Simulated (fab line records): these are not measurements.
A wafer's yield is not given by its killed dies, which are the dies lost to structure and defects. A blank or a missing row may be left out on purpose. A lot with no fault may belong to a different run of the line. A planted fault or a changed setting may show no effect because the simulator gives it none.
2 desks, one fault / flow berkeley cmos170 / what lay behind the numbers comes last; until then each desk has only its own

AT THE TOOL OWNER'S DESK: rie diel-04
The tool's own readings at UCB170_CONTACT_ETCH_17 (etches BARC in N2/H2): means of the sampled wafers that have a number, for each lot that ran on this tool. A lot is out of limits, marked OUT, if its mean lies more than 4 standard deviations from the usual mean; the brackets give that distance.
Columns: A = drypump motor current A at UCB170_CONTACT_ETCH_17, usual 5.7 A; B = h2 flow sccm at UCB170_CONTACT_ETCH_17, usual 200.0 sccm; C = oes product au at UCB170_CONTACT_ETCH_17, usual 0.992 a.u.; D = throttle valve pct at UCB170_CONTACT_ETCH_17, usual 13.31 %
lot=L300; first seen here=day 8 08:06; A=6.3; B=200.1; C=0.982; D=13.50
lot=L304; first seen here=day 9 02:17; A=5.9; B=200.4; C=0.996; D=13.34
lot=L303; first seen here=day 9 05:43; A=6.3; B=199.9; C=0.979; D=13.50
lot=L307; first seen here=day 10 03:05; A=5.9; B=199.5; C=0.988; D=13.35
Result from this desk: across the 4 lots, nothing is out of limits.

METROLOGY DESK
Lot by lot, what the gauges showed, no matter which tool ran the lot: averages of those sampled wafers that carry a number. A lot is out of limits, marked OUT, if its mean lies more than 4 standard deviations from the usual mean; the brackets give that distance.
Columns: A = cd nm at UCB170_M1_CD_MEAS_90, usual 699.3 nm
lot=L300; first seen here=day 8 10:18; A=700.6
lot=L304; first seen here=day 9 04:53; A=696.6
lot=L301; first seen here=day 9 08:55; A=697.6
lot=L303; first seen here=day 9 09:14; A=702.5
lot=L306; first seen here=day 9 23:05; A=700.0
lot=L308; first seen here=day 10 03:50; A=696.6
lot=L307; first seen here=day 10 05:37; A=698.4
lot=L313; first seen here=day 11 08:56; A=697.9
lot=L316; first seen here=day 12 01:36; A=699.5
lot=L317; first seen here=day 12 02:31; A=698.4
lot=L315; first seen here=day 12 03:06; A=699.6
lot=L320; first seen here=day 12 21:36; A=696.8
lot=L321; first seen here=day 12 21:41; A=699.4
Result from this desk: across the 13 lots, nothing is out of limits.

ALL TOGETHER
The tool owner's desk saw nothing out of limits.
Metrology desk: nothing out of limits seen.

WHAT THE SIMULATOR HAD PUT IN
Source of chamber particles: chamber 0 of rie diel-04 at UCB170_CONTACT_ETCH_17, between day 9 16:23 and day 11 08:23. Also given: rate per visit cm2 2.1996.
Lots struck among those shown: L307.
